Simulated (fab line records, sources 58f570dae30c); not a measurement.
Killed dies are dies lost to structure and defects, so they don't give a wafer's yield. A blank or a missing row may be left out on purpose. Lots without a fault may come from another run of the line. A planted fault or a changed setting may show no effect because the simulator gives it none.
Which tool did it? | flow berkeley_cmos170 | 6 lots, 18 wafers sampled, at 3 steps of a route of 331

WHAT THE GAUGES READ, wafer by wafer
UCB170_NLDD_CD_MEAS_06: target cd 1200 nm.
lot  | measured     | on        | cd_nm (nm)
L300 | day 6 07:48  | cd_sem-02 | 1200.1 1200.0 1200.1
L303 | day 7 09:24  | cd_sem-01 | 1198.7 1198.5 1199.0
L306 | day 8 05:52  | cd_sem-02 | 1198.2 1200.4 1198.0
L310 | day 9 00:59  | cd_sem-01 | - - -
L318 | day 10 15:31 | cd_sem-01 | 1199.1 1200.6 1199.2
L319 | day 10 15:43 | cd_sem-02 | 1199.8 1200.1 1200.6

WHICH TOOL RAN EACH LOT (tool, then ch and the chambers of the sampled wafers, then the start)
lot  | UCB170_NWELL_ETCH_13              | UCB170_NLDD_EXPOSE_03
L300 | rie_diel-02 ch 1,2,3, day 2 12:56 | krf_scanner-01 ch 0, day 6 07:24
L303 | rie_diel-04 ch 0,1,2, day 3 06:34 | krf_scanner-01 ch 0, day 7 09:00
L306 | rie_diel-04 ch 2,3, day 4 02:43   | krf_scanner-02 ch 0, day 8 05:28
L310 | rie_diel-02 ch 1,3, day 4 19:40   | krf_scanner-02 ch 0, day 8 23:49
L318 | rie_diel-02 ch 1,2, day 6 18:14   | krf_scanner-02 ch 0, day 10 14:47
L319 | rie_diel-03 ch 1,2, day 6 21:20   | krf_scanner-02 ch 0, day 10 14:54
- UCB170_NWELL_ETCH_13: etches Si3N4 in CH3F/Ar/O2, stops on SiO2, target depth 246.4 nm, time 154 s.
- UCB170_NLDD_EXPOSE_03: exposes mask NSELECT, target cd 1200 nm.

THE ANSWER, worked out from the rows above alone
Rule: what is usual is taken from the lots themselves. Put in order of their means at a reading, lots are off if they are a third of the lots or fewer, leave a main group of 4 or more, and stand apart from it by a gap of 3 or more times the standard deviation of the main group's means; of several such gaps the widest counts. A main group whose means are all the same, to the digits that the tables above print for the reading, isn't used. A lot without any number at a reading at which 4 lots or more have one is off too. The other lots that the step has rows for count as sound.
Off: L310, at UCB170_NLDD_CD_MEAS_06 (cd_nm). Without a number there: L310. The main group: mean 1199.5 nm, standard deviation 0.6.
A tool fits if, at a process step before that reading, it ran every lot that is off, and no sound lot after the first of them. The gauges at UCB170_NLDD_CD_MEAS_06 are tried like those tools. None of those tried fits.

WHAT THE SIMULATOR HAD PUT IN
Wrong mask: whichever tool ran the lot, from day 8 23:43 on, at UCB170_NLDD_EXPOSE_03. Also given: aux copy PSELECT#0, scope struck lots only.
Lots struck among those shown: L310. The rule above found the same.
